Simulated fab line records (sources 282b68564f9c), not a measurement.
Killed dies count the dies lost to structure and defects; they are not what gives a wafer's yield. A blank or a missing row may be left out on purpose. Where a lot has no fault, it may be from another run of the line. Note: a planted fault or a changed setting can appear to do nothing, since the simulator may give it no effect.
One fault seen from 2 desks + flow ritCmos + every desk sees just its own numbers, and what lay behind them comes last

AT THE METROLOGY DESK
What the gauges read for every lot (on any tool): the sampled wafers with a number, averaged. The brackets show how far a lot's mean lies from the usual mean; more than 4 standard deviations puts the lot out of limits, marked OUT.
Columns: A = PWELL_OVL at RIT_PWELL_OVL_MEAS_06, usual 1.2 nm; B = NLDD_TW at RIT_NLDD_TW_MEAS_10, usual 2494; C = NLDD_RS at RIT_SDANNEAL_RS_MEAS_07, usual 151.5 ohm/sq
| lot  | first seen here | A    | B              | C               |
|------|-----------------|------|----------------|-----------------|
| L752 | day 2 04:04     | 1.9  | 2474           | 151.4           |
| L753 | day 2 08:08     | 1.1  | 2511           | 151.5           |
| L754 | day 2 12:56     | 2.9  | 2482           | 151.6           |
| L755 | day 2 19:10     | -1.1 | 2481           | 152.3           |
| L756 | day 2 23:52     | 2.4  | 2517           | 151.5           |
| L758 | day 3 10:50     | 0.1  | 2512           | 151.3           |
| L759 | day 3 14:31     | 1.5  | 2484           | 151.1           |
| L760 | day 3 18:44     | 0.2  | 2517           | 151.2           |
| L761 | day 4 00:04     | 2.8  | 2833 (+19) OUT | 103.7 (-85) OUT |
| L766 | day 5 00:46     | -0.8 | 2502           | 152.2           |
| L767 | day 5 06:18     | -0.7 | 2791 (+16) OUT | 103.1 (-86) OUT |
| L769 | day 5 16:59     | 0.6  | 2490           | 150.8           |
| L770 | day 5 20:46     | -0.9 | 2491           | 150.7           |
| L771 | day 6 01:56     | 0.1  | 2503           | 152.0           |
Per this desk, out of limits: L761, L767; the first was L761, day 4 19:45 (NLDD_TW at RIT_NLDD_TW_MEAS_10). Within limits: L752, L753, L754, L755, L756, L758, L759, L760, L766, L769, L770, L771.

TOOL OWNER'S DESK, implanter-03
The tool's own readings at RIT_NLDD_IMPLANT_08: means of the sampled wafers that have a number, for each lot that ran on this tool. The brackets show how far a lot's mean lies from the usual mean; more than 4 standard deviations puts the lot out of limits, marked OUT.
Columns: A = beamEnergyKeV at RIT_NLDD_IMPLANT_08, usual 20.000; B = doseIonsCm2 at RIT_NLDD_IMPLANT_08, usual 5e+14; C = endStationPressureTorr at RIT_NLDD_IMPLANT_08, usual 6.28e-06 Torr; D = faradayCurrentUA at RIT_NLDD_IMPLANT_08, usual 1574
| lot  | first seen here | A      | B                       | C        | D              |
|------|-----------------|--------|-------------------------|----------|----------------|
| L758 | day 4 06:12     | 19.998 | 5e+14                   | 6.09e-06 | 1574           |
| L759 | day 4 11:09     | 20.005 | 5e+14                   | 6.11e-06 | 1590           |
| L761 | day 4 19:25     | 20.009 | 8e+14 (+99 or more) OUT | 7.06e-06 | 2506 (+27) OUT |
| L767 | day 6 01:07     | 19.993 | 8e+14 (+99 or more) OUT | 7.37e-06 | 2520 (+28) OUT |
This desk's finding: out of limits on L761, L767; first on L761, day 4 19:25 (doseIonsCm2 at RIT_NLDD_IMPLANT_08). Within limits: L758, L759.

TAKEN TOGETHER
The tool owner's desk could have raised an alarm at day 4 19:25, on L761, L767.
An alarm was possible from the metrology desk at day 4 19:45, on L761, L767.
All the named lots went through RIT_NLDD_IMPLANT_08 on implanter-03.

WHAT THE SIMULATOR HAD INSERTED
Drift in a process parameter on implanter-03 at RIT_NLDD_IMPLANT_08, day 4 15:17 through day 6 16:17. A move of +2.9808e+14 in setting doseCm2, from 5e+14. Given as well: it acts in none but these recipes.
Struck lots among those shown: L761, L767.
Delay (hours) between the fault's onset and each desk's first out-of-limits reading: 4 at the tool owner's desk, 4 at the metrology desk.
